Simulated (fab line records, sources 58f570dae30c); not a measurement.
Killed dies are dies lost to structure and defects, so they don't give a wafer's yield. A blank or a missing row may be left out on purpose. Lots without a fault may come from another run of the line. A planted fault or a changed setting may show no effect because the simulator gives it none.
Split-lot experiment | flow berkeley_cmos170 | 5 lots, 23 wafers read, on a route of 331 steps

THE SPLIT
At UCB170_BACKSIDE_COAT_01 (resist thk 900 nm), the setting spin_rpm was moved away from the recipe's 1500 rpm on 10 of the 23 wafers read, by -6.3% to +5.2%. The other wafers ran this setting at the recipe's value.

The reading is taken at the split's own step.

THE READING
KrF_of_BACKSIDE_COAT_01.thk_nm (the simulator's own value, which no gauge read), in nm, at UCB170_BACKSIDE_COAT_01 (resist thk 900 nm). The file gives no usual value for it. The 13 wafers here that ran the recipe average 899.8 nm, standard deviation 1.8 nm.

wafer  | tool, chamber at the split | spin_rpm as run, rpm | against the recipe | KrF_of_BACKSIDE_COAT_01.thk_nm, nm | against lot-mates on the recipe
L074.1 | litho_track-04, 0          | 1500                 | recipe             | 899.4                              | -
L074.2 | litho_track-04, 0          | 1405                 | -6.3%              | 928.6                              | +29.8
L074.4 | litho_track-04, 0          | 1405                 | -6.3%              | 927.1                              | +28.3
L074.5 | litho_track-04, 0          | 1500                 | recipe             | 898.3                              | -
L074.6 | litho_track-04, 0          | 1405                 | -6.3%              | 932.1                              | +33.3
L076.1 | litho_track-01, 0          | 1578                 | +5.2%              | 875.6                              | -20.9
L076.2 | litho_track-01, 0          | 1578                 | +5.2%              | 872.8                              | -23.7
L076.3 | litho_track-01, 0          | 1500                 | recipe             | 897.2                              | -
L076.5 | litho_track-01, 0          | 1500                 | recipe             | 895.7                              | -
L076.6 | litho_track-01, 0          | 1578                 | +5.2%              | 874.2                              | -22.2
L083.1 | litho_track-04, 0          | 1500                 | recipe             | 900.9                              | -
L083.2 | litho_track-04, 0          | 1417                 | -5.5%              | 925.8                              | +24.9
L083.3 | litho_track-04, 0          | 1417                 | -5.5%              | 924.9                              | +24.0
L083.5 | litho_track-04, 0          | 1500                 | recipe             | 900.4                              | -
L083.6 | litho_track-04, 0          | 1500                 | recipe             | 901.5                              | -
L085.1 | litho_track-02, 0          | 1500                 | recipe             | 899.2                              | -
L085.2 | litho_track-02, 0          | 1500                 | recipe             | 899.4                              | -
L085.4 | litho_track-02, 0          | 1500                 | recipe             | 901.9                              | -
L084.1 | litho_track-04, 0          | 1500                 | recipe             | 901.5                              | -
L084.2 | litho_track-04, 0          | 1448                 | -3.5%              | 917.7                              | +16.4
L084.3 | litho_track-04, 0          | 1448                 | -3.5%              | 917.3                              | +16.0
L084.4 | litho_track-04, 0          | 1500                 | recipe             | 901.8                              | -
L084.5 | litho_track-04, 0          | 1500                 | recipe             | 900.7                              | -

THE FIT
A straight line over all 23 wafers: KrF_of_BACKSIDE_COAT_01.thk_nm changes by -4.77 nm for each +1% of spin_rpm; r = -0.99; the points scatter about the line by 1.8 nm.
The same after taking each lot's own level away (the mean of its wafers on the recipe; 23 wafers): -4.53 nm for each +1%; r = -1.00; scatter 1.3 nm.
On that fit, the largest move of spin_rpm shifts the reading by 29 nm.
The lots' own levels span 896.45 to 901.33 nm, that is 2.7 times the standard deviation above.
So the lot-to-lot level changes the slope little: the two slopes agree.
Check: with one of the wafers moved furthest among these (-6.3%) left out of the fit, the line predicts +29 nm for it against its lot-mates. It came out at +29.8 nm against them.

OTHER SPLITS ON THESE WAFERS
These wafers also went through other splits before the reading. Each is held against what the fit with the lots' levels taken away leaves over:
other split on the same wafers  | wafers away from the commonest value | r with KrF_of_BACKSIDE_COAT_01.thk_nm (lot level and that fit taken away)
UCB170_NLDD_IMPLANT_09 dose_cm2 | 6                                    | +0.45
UCB170_NSD_PEB_04 peb_temp_c    | 6                                    | -0.17

THE WHOLE CHAIN: every reading that the file lists as answering this split, in the file's order
step                     | what it does      | reading                                                                         | change (the file's fit)              | r (the file's)
UCB170_BACKSIDE_COAT_01  | resist thk 900 nm | KrF_of_BACKSIDE_COAT_01.thk_nm (the simulator's own value, which no gauge read) | -4.55 nm for each +1% of the setting | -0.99
UCB170_BACKSIDE_STRIP_03 | strips in O2      | strip_time_to_endpoint_s                                                        | withheld for each +1% of the setting | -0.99

THE FILE'S OWN FIT
KrF_of_BACKSIDE_COAT_01.thk_nm changes by -4.55 nm for each +1% of spin_rpm, r = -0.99.
